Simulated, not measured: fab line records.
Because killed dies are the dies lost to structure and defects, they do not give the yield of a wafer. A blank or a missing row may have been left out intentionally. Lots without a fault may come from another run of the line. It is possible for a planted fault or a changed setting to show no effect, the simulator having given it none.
The tool behind it: which one? || flow rit cmos || Sampling: 14 lots, 42 wafers, 2 of 202 route steps

WHAT EACH GAUGE READ, for each wafer
RIT_CONTACT_THK_MEAS_01.
{"lot": "L428", "measured": "day 3 07:45", "on": "film metro-04", "CONTACT_TEOS_THK (nm)": "403 395 405"}
{"lot": "L429", "measured": "day 3 15:10", "on": "film metro-02", "CONTACT_TEOS_THK (nm)": "408 396 406"}
{"lot": "L430", "measured": "day 3 19:37", "on": "film metro-02", "CONTACT_TEOS_THK (nm)": "396 399 408"}
{"lot": "L431", "measured": "day 4 00:38", "on": "film metro-01", "CONTACT_TEOS_THK (nm)": "404 407 406"}
{"lot": "L432", "measured": "day 4 07:45", "on": "film metro-01", "CONTACT_TEOS_THK (nm)": "404 410 405"}
{"lot": "L433", "measured": "day 4 09:58", "on": "film metro-01", "CONTACT_TEOS_THK (nm)": "400 396 401"}
{"lot": "L435", "measured": "day 4 19:21", "on": "film metro-02", "CONTACT_TEOS_THK (nm)": "401 404 405"}
{"lot": "L437", "measured": "day 5 04:32", "on": "film metro-04", "CONTACT_TEOS_THK (nm)": "398 408 405"}
{"lot": "L438", "measured": "day 5 07:22", "on": "film metro-04", "CONTACT_TEOS_THK (nm)": "401 395 396"}
{"lot": "L439", "measured": "day 5 13:44", "on": "film metro-04", "CONTACT_TEOS_THK (nm)": "405 408 407"}
{"lot": "L440", "measured": "day 5 16:20", "on": "film metro-01", "CONTACT_TEOS_THK (nm)": "396 396 401"}
{"lot": "L445", "measured": "day 6 17:31", "on": "film metro-02", "CONTACT_TEOS_THK (nm)": "405 399 405"}
{"lot": "L448", "measured": "day 7 12:16", "on": "film metro-02", "CONTACT_TEOS_THK (nm)": "801 807 812"}
{"lot": "L449", "measured": "day 7 14:29", "on": "film metro-04", "CONTACT_TEOS_THK (nm)": "788 806 803"}

TOOL THAT RAN EACH LOT (tool first, then ch and the chambers of the sampled wafers, then the start)
{"lot": "L428", "RIT_CONTACT_CVD_00": "pecvd-04 ch 0,1,2, day 3 07:41"}
{"lot": "L429", "RIT_CONTACT_CVD_00": "pecvd-02 ch 0,1,2, day 3 15:07"}
{"lot": "L430", "RIT_CONTACT_CVD_00": "pecvd-03 ch 1,2, day 3 19:34"}
{"lot": "L431", "RIT_CONTACT_CVD_00": "pecvd-04 ch 0,1,2, day 4 00:35"}
{"lot": "L432", "RIT_CONTACT_CVD_00": "pecvd-02 ch 0,2, day 4 07:42"}
{"lot": "L433", "RIT_CONTACT_CVD_00": "pecvd-03 ch 0,2, day 4 09:55"}
{"lot": "L435", "RIT_CONTACT_CVD_00": "pecvd-02 ch 0,1,2, day 4 19:17"}
{"lot": "L437", "RIT_CONTACT_CVD_00": "pecvd-04 ch 0,2, day 5 04:29"}
{"lot": "L438", "RIT_CONTACT_CVD_00": "pecvd-02 ch 0,1, day 5 07:18"}
{"lot": "L439", "RIT_CONTACT_CVD_00": "pecvd-03 ch 0,2, day 5 13:40"}
{"lot": "L440", "RIT_CONTACT_CVD_00": "pecvd-04 ch 0,1,2, day 5 16:17"}
{"lot": "L445", "RIT_CONTACT_CVD_00": "pecvd-03 ch 0,1,2, day 6 17:28"}
{"lot": "L448", "RIT_CONTACT_CVD_00": "pecvd-03 ch 0,2, day 7 11:59"}
{"lot": "L449", "RIT_CONTACT_CVD_00": "pecvd-04 ch 0,1, day 7 14:13"}
- RIT_CONTACT_CVD_00: deposits SiO2 from TEOS, target thk 400 nm, time 61 s.

AS READ BY THE TOOLS THEMSELVES (means over the sampled wafers that have a number; for cases with no such wafer, the mark the record gives instead)
RIT_CONTACT_CVD_00.
{"lot": "L428", "tool": "pecvd-04", "heater power w (W)": 314}
{"lot": "L429", "tool": "pecvd-02", "heater power w (W)": 330}
{"lot": "L430", "tool": "pecvd-03", "heater power w (W)": 250}
{"lot": "L431", "tool": "pecvd-04", "heater power w (W)": 311}
{"lot": "L432", "tool": "pecvd-02", "heater power w (W)": 375}
{"lot": "L433", "tool": "pecvd-03", "heater power w (W)": 311}
{"lot": "L435", "tool": "pecvd-02", "heater power w (W)": 311}
{"lot": "L437", "tool": "pecvd-04", "heater power w (W)": 297}
{"lot": "L438", "tool": "pecvd-02", "heater power w (W)": 313}
{"lot": "L439", "tool": "pecvd-03", "heater power w (W)": 305}
{"lot": "L440", "tool": "pecvd-04", "heater power w (W)": 295}
{"lot": "L445", "tool": "pecvd-03", "heater power w (W)": 289}
{"lot": "L448", "tool": "pecvd-03", "heater power w (W)": 344}
{"lot": "L449", "tool": "pecvd-04", "heater power w (W)": 316}

THE ANSWER, worked out from the rows above alone
Rule: the lots themselves supply what counts as usual. The widest of any qualifying gaps counts: lots, ordered by their means at a reading, are off when they make up no more than a third of the lots, leave a main group of 4 or more, and stand apart from it by 3 or more times the standard deviation of that group's means. The tables above print the reading to a certain number of digits; a main group whose means all agree to those digits is not used. Also off: a lot with no number at a reading for which 4 or more lots have one. Where the step has rows for the other lots, those lots are counted as sound. The gauges are gone through in route order, then the tools' own readings, and for those a lot's mean is taken as printed above. At the first step where some lot is off, the reading lying furthest off is the one used; lots without a number count as furthest.
Off: L448, L449, seen at RIT_CONTACT_THK_MEAS_01 (CONTACT_TEOS_THK). Mean 402 nm and standard deviation 3 in the main group.
A tool fits if, at a process step before that reading, it ran every lot that is off, and no sound lot after the first of them. Gauges at RIT_CONTACT_THK_MEAS_01: tried the same way as those tools. Not one of the candidates tried fits.

WHAT THE SIMULATOR HAD PUT IN
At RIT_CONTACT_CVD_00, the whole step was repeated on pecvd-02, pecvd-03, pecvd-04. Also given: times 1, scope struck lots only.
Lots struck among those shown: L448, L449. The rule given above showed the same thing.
